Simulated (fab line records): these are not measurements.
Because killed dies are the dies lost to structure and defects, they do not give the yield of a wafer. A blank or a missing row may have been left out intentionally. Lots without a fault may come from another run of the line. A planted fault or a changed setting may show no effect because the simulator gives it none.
A lot that was struck, set against a sound lot / flow rit-cmos / 44 steps out of a route of 202
Sound: wafers L879.3, L879.4, L879.6. The struck wafers were L887.1, L887.3, L887.6. At the end, the cause is stated.
For every step that has rows: the tool of each side, followed by ch and its chambers, followed by its first start. Under that, the readings that differ: sound wafers / struck wafers / difference of the means / sigmas: that difference in standard deviations of wafers without a fault.
alike: a reading whose means differ by less than 2 such deviations, as well as words and numbers matching on both sides. not compared: withheld readings; readings where some wafer has no value; bounds like >300 that might hide an equal value; numbers whose values overlap and for which the record gives no deviation.
A row with sigmas, a row that says differs or no value, or rows on one side alone: a step with any of these is where the two part. Numbers that don't overlap but have no deviation are shown without sigmas and don't part them. A reading that every wafer of one side lacks parts them only if that side has two wafers or more.

RIT_GATE_STRIP_20: strips in O2, time 180 s.
  sound on plasma-asher-02 ch 0,1, day 5 01:18; struck on plasma-asher-01 ch 1, day 6 13:52
  alike: drypump-motor-current-A
  not compared: rf-hours-counter-h
RIT_GATE_CD_MEAS_90 targets a cd of 150 nm.
  sound: cd-sem-01 at day 5 01:28; struck: cd-sem-01 at day 6 14:02
  alike: cd-nm
then, 4 steps without rows for these wafers: RIT_REOX_CLEAN_00 (cleans in SC1, time 600 s); RIT_REOX_CLEAN_01 (cleans in dHF, time 30 s); RIT_REOX_CLEAN_02 (cleans in SC2, time 600 s); RIT_REOX_OXIDATION_03 (target thk 25.2 nm, ox time 5580 s).
RIT_REOX_THK_MEAS_04:
  sound: film-metro-03 at day 5 04:28; struck: film-metro-01 at day 6 17:55
  alike: REOX_OXIDE_THK
then, 5 steps without rows for these wafers: RIT_NLDD_HMDS_00 (prime time 60 s); RIT_NLDD_COAT_01 (resist thk 1000 nm); RIT_NLDD_SOFTBAKE_02 (time 60 s); RIT_NLDD_EXPOSE_03 (exposes mask M7, target cd 40700 nm); RIT_NLDD_PEB_04.
RIT_NLDD_DEVELOP_05: develop time 50 s.
  sound on litho-track-01 ch 0, day 5 05:00; struck on litho-track-02 ch 0, day 6 18:00
reading=developer-temp-C (C); sound=22.95 23.00 23.00; struck=23.86 23.79 24.01; difference=+0.90; sigmas=+8
RIT_NLDD_OVL_MEAS_06:
  sound: overlay-01 at day 5 05:30; struck: overlay-01 at day 6 18:57
  alike: NLDD_OVL
then, 2 steps without rows for these wafers: RIT_NLDD_HARDBAKE_07 (time 60 s); RIT_NLDD_IMPLANT_08.
RIT_NLDD_STRIP_09: strips in O2, time 180 s.
  sound on plasma-asher-03 ch 0,1, day 5 05:53; struck on plasma-asher-04 ch 0,1, day 6 19:17
  alike: drypump-motor-current-A
  not compared: rf-hours-counter-h
RIT_NLDD_TW_MEAS_10:
  sound: film-metro-02 at day 5 06:01; struck: film-metro-03 at day 6 19:28
reading=NLDD_TW; sound=2495 2506 2509; struck=2457 2448 2442; difference=-54; sigmas=-2
then, 6 steps without rows for these wafers: RIT_PLDD_HMDS_00 (prime time 60 s); RIT_PLDD_COAT_01 (resist thk 1000 nm); RIT_PLDD_SOFTBAKE_02 (time 60 s); RIT_PLDD_EXPOSE_03 (exposes mask M8, target cd 40900 nm); RIT_PLDD_PEB_04; RIT_PLDD_DEVELOP_05 (develop time 50 s).
RIT_PLDD_OVL_MEAS_06:
  sound: overlay-01 at day 5 07:03; struck: overlay-02 at day 6 20:30
  alike: PLDD_OVL
then, 2 steps without rows for these wafers: RIT_PLDD_HARDBAKE_07 (time 60 s); RIT_PLDD_IMPLANT_08.
RIT_PLDD_STRIP_09: strips in O2, time 180 s.
  sound on plasma-asher-03 ch 0,1, day 5 07:26; struck on plasma-asher-03 ch 0,1, day 6 20:50
  alike: drypump-motor-current-A
  not compared: rf-hours-counter-h
RIT_PLDD_TW_MEAS_10:
  sound: film-metro-04 at day 5 07:34; struck: film-metro-03 at day 6 21:01
  alike: PLDD_TW
then, 4 steps without rows for these wafers: RIT_SPACER_CLEAN_00 (cleans in SC1, time 600 s); RIT_SPACER_CLEAN_01 (cleans in dHF, time 30 s); RIT_SPACER_CLEAN_02 (cleans in SC2, time 600 s); RIT_SPACER_CVD_03 (deposits Si3N4 from SiH2Cl2/NH3, target thk 250 nm, time 3300 s).
RIT_SPACER_THK_MEAS_04:
  sound: film-metro-02 at day 5 09:55; struck: film-metro-01 at day 6 23:23
  alike: SPACER_NITRIDE_THK
RIT_SPACER_ETCHBACK_05: etches Si3N4 in SF6/CHF3, stops on SiO2, target depth 250 nm, time 240 s.
  sound on rie-diel-01 ch 1,3, day 5 09:57; struck on rie-diel-04 ch 1,2, day 6 23:26
  alike: CHF3_flow_sccm, drypump-motor-current-A, oes-product-au, throttle-valve-pct
  not compared: rf-hours-counter-h
then, 6 steps without rows for these wafers: RIT_NSD_HMDS_00 (prime time 60 s); RIT_NSD_COAT_01 (resist thk 1000 nm); RIT_NSD_SOFTBAKE_02 (time 60 s); RIT_NSD_EXPOSE_03 (exposes mask M9, target cd 40700 nm); RIT_NSD_PEB_04; RIT_NSD_DEVELOP_05 (develop time 50 s).
RIT_NSD_OVL_MEAS_06:
  sound: overlay-02 at day 5 10:58; struck: overlay-01 at day 7 00:26
  alike: NSD_OVL
RIT_CONTACT_ETCH_11: etches SiO2 in CHF3/CF4/Ar, stops on TiSi2, target depth 480 nm, time 320 s.
  sound on rie-diel-01 ch 1,3, day 5 16:14; struck on rie-diel-03 ch 1,2, day 7 05:40
reading=model.CONTACT.cd-nm (nm); sound=999.4 999.6 1002; struck=975.4 974.7 975.2; difference=-25.2; sigmas=
  alike: CHF3_flow_sccm, drypump-motor-current-A, mfc-ar-sccm, oes-product-au, throttle-valve-pct
  not compared: rf-hours-counter-h
RIT_M1_PROBE_99:
  sound: prober-01 at day 5 21:20; struck: prober-01 at day 7 10:32
reading=killed-at-contacts; sound=0 0 0; struck=1 0 1; difference=+1; sigmas=+2
reading=model.etest.contact-to-gate.bv-right-v (V); sound=91.7 93.86 90.27; struck=94.33 93.91 94.7; difference=+2.37; sigmas=
reading=model.etest.contact-to-gate.bv-left-v (V); sound=91.13 90.07 89.09; struck=94.28 94.89 98.26; difference=+5.71; sigmas=
  alike: killed-at-front-end, killed-dies, killed-open, killed-short

## WHERE THEY PART
Last at RIT_M1_PROBE_99 as far as this record goes, first at RIT_NLDD_DEVELOP_05.

WHY: whatever the simulator had introduced
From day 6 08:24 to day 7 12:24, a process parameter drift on litho-track-02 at RIT_NLDD_DEVELOP_05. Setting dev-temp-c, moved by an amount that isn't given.
